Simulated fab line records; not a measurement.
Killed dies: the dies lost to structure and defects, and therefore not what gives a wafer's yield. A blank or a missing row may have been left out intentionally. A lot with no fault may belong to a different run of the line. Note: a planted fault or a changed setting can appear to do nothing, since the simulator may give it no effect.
The tool behind it: which one? ; flow berkeley cmos170 ; 14 lots with 42 wafers sampled at 4 steps, on a route of 331 steps

## WHAT THE GAUGES SHOWED, per wafer
UCB170_NLDD_TW_MEAS_11. Usual: NLDD_TW typically reads 2222, with standard deviation 16.
lot;measured;on;NLDD_TW;flag
L189;day 7 02:07;film metro-03;2211 2199 2202;
L191;day 7 02:27;film metro-04;2206 2217 2222;
L190;day 7 02:35;film metro-01;2240 2245 2259;
L195;day 8 02:36;film metro-03;2211 2211 2206;
L192;day 8 02:52;film metro-04;2220 2219 2209;
L193;day 8 03:23;film metro-03;2216 2222 2209;
L194;day 8 03:40;film metro-04;2215 2210 2215;
L200;day 9 19:59;film metro-01;2444 2448 2452;OFF
L202;day 9 20:19;film metro-04;2214 2219 2211;
L204;day 10 09:53;film metro-01;2457 2461 2467;OFF
L205;day 11 07:53;film metro-03;2216 2215 2206;
L209;day 11 08:27;film metro-01;2227 2227 2233;
L210;day 12 08:10;film metro-03;2194 2198 2190;
L212;day 12 08:26;film metro-04;2215 2209 2209;

UCB170_SDANNEAL_RS_MEAS_05: the measuring method here is four-point-probe. Usual: NLDD_RS typically reads 616.8 ohm/sq, with standard deviation 1.3.
lot;measured;on;NLDD_RS (ohm/sq);flag
L189;day 7 14:10;film metro-04;614.9 615.4 617.1;
L191;day 7 14:51;film metro-04;615.1 613.7 614.7;
L190;day 7 14:43;film metro-03;619.2 615.7 618.0;
L195;day 8 15:13;film metro-01;617.3 619.1 617.4;
L192;day 8 14:40;film metro-04;616.1 616.7 616.5;
L193;day 8 14:56;film metro-03;617.7 616.5 619.0;
L194;day 8 15:47;film metro-04;615.7 616.7 616.6;
L200;day 10 08:02;film metro-03;484.5 485.4 485.2;OFF
L202;day 10 08:11;film metro-04;615.9 615.9 616.1;
L204;day 10 23:55;film metro-03;484.0 483.9 483.3;OFF
L205;day 11 20:43;film metro-01;618.1 617.4 617.5;
L209;day 11 20:14;film metro-04;614.3 615.9 614.0;
L210;day 13 00:45;film metro-03;617.2 617.0 617.9;
L212;day 13 00:45;film metro-01;617.8 618.4 618.7;

UCB170_M2_RS_MEAS_02: the measuring method here is four-point-probe. Usual: M2_AL_RS typically reads 0.0321 ohm/sq, with standard deviation 0.00032.
lot;measured;on;M2_AL_RS (ohm/sq);flag
L189;day 8 03:16;film metro-04;0.0326 0.0324 0.0320;
L191;day 8 06:38;film metro-03;0.0320 0.0318 0.0319;
L190;day 8 06:24;film metro-02;0.0323 0.0321 0.0322;
L195;day 9 03:49;film metro-02;0.0317 0.0316 0.0318;
L192;day 9 02:34;film metro-03;0.0322 0.0324 0.0325;
L193;day 9 03:43;film metro-04;0.0320 0.0319 0.0317;
L194;day 9 05:32;film metro-02;0.0317 0.0323 0.0319;
L200;day 10 20:17;film metro-03;0.0322 0.0322 0.0324;
L202;day 10 20:32;film metro-03;0.0326 0.0328 0.0326;
L204;day 11 18:07;film metro-02;0.0319 0.0321 0.0316;
L205;day 12 13:28;film metro-03;0.0319 0.0319 0.0319;
L209;day 12 13:34;film metro-04;0.0318 0.0322 0.0321;
L210;day 13 20:08;film metro-04;0.0320 0.0321 0.0320;
L212;day 13 18:32;film metro-04;0.0320 0.0317 0.0315;

## WHICH TOOL RAN EACH LOT (tool, then ch and the chambers of the sampled wafers, then the start)
lot;UCB170_NLDD_IMPLANT_08
L189;implanter-02 ch 0, day 7 01:44
L191;implanter-04 ch 0, day 7 02:03
L190;implanter-02 ch 0, day 7 02:13
L195;implanter-01 ch 0, day 8 02:12
L192;implanter-04 ch 0, day 8 02:31
L193;implanter-01 ch 0, day 8 02:59
L194;implanter-02 ch 0, day 8 03:16
L200;implanter-04 ch 0, day 9 19:36
L202;implanter-02 ch 0, day 9 19:56
L204;implanter-04 ch 0, day 10 09:30
L205;implanter-02 ch 0, day 11 07:29
L209;implanter-02 ch 0, day 11 08:05
L210;implanter-02 ch 0, day 12 07:46
L212;implanter-01 ch 0, day 12 08:03
- UCB170_NLDD_IMPLANT_08

## WHAT THE TOOLS THEMSELVES READ (means of the sampled wafers that have a number; where no wafer has one, the mark that the record gives instead)
UCB170_NLDD_IMPLANT_08. Usual: beam energy keV 29.998, standard deviation 0.0093; dose ions cm2 5e+13, standard deviation 5.6e+10; faraday current uA 158, standard deviation 3.4.
lot;tool;beam energy keV;dose ions cm2;faraday current uA;flag
L189;implanter-02;30.008;5e+13;156;
L191;implanter-04;29.992;5e+13;157;
L190;implanter-02;30.001;5e+13;156;
L195;implanter-01;30.000;5e+13;155;
L192;implanter-04;29.999;5e+13;161;
L193;implanter-01;30.007;5e+13;160;
L194;implanter-02;29.996;5e+13;160;
L200;implanter-04;29.993;9e+13;296;OFF
L202;implanter-02;29.996;5e+13;158;
L204;implanter-04;30.000;9e+13;287;OFF
L205;implanter-02;29.992;5e+13;159;
L209;implanter-02;29.990;5e+13;160;
L210;implanter-02;29.998;5e+13;156;
L212;implanter-01;29.994;5e+13;158;

## THE ANSWER, worked out from the rows above alone
Rule: a lot is off if the mean of its wafers that have a number lies more than 3 standard deviations from the usual mean. Also off: a lot with no number at a reading for which 4 or more lots have one. Where the step has rows for the other lots, those lots are counted as sound. The gauges are gone through in route order, then the tools' own readings, and for those a lot's mean is taken as printed above. At the first step where some lot is off, the reading lying furthest off is the one used; lots without a number count as furthest.
Off: L200, L204, seen at UCB170_NLDD_TW_MEAS_11 (NLDD_TW).
If a tool, at a process step before that reading, ran all the lots that are off and no sound lot after the first of them, it fits. The gauges at UCB170_NLDD_TW_MEAS_11 aren't tried: what is off there is off at UCB170_SDANNEAL_RS_MEAS_05 too, on other tools, and a gauge's error can't cause that. One fits: UCB170_NLDD_IMPLANT_08 on implanter-04. A fault onset in the window from L192 (day 8 02:31, its last sound lot) to L200 (day 9 19:36, its first lot off) fits.
The tool's own readings at UCB170_NLDD_IMPLANT_08 bear it out: on the lots that are off they differ by more than 5 times the standard deviation of the sound lots' means. dose ions cm2 reads 9e+13 there against 5e+13 on the sound lots; faraday current uA reads 292 there against 158 on the sound lots.

## WHAT THE SIMULATOR HAD PUT IN
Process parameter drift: implanter-04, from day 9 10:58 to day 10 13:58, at UCB170_NLDD_IMPLANT_08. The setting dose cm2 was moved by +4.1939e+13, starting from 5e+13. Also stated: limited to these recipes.
Struck lots among those shown: L200, L204. The rule above found the same.
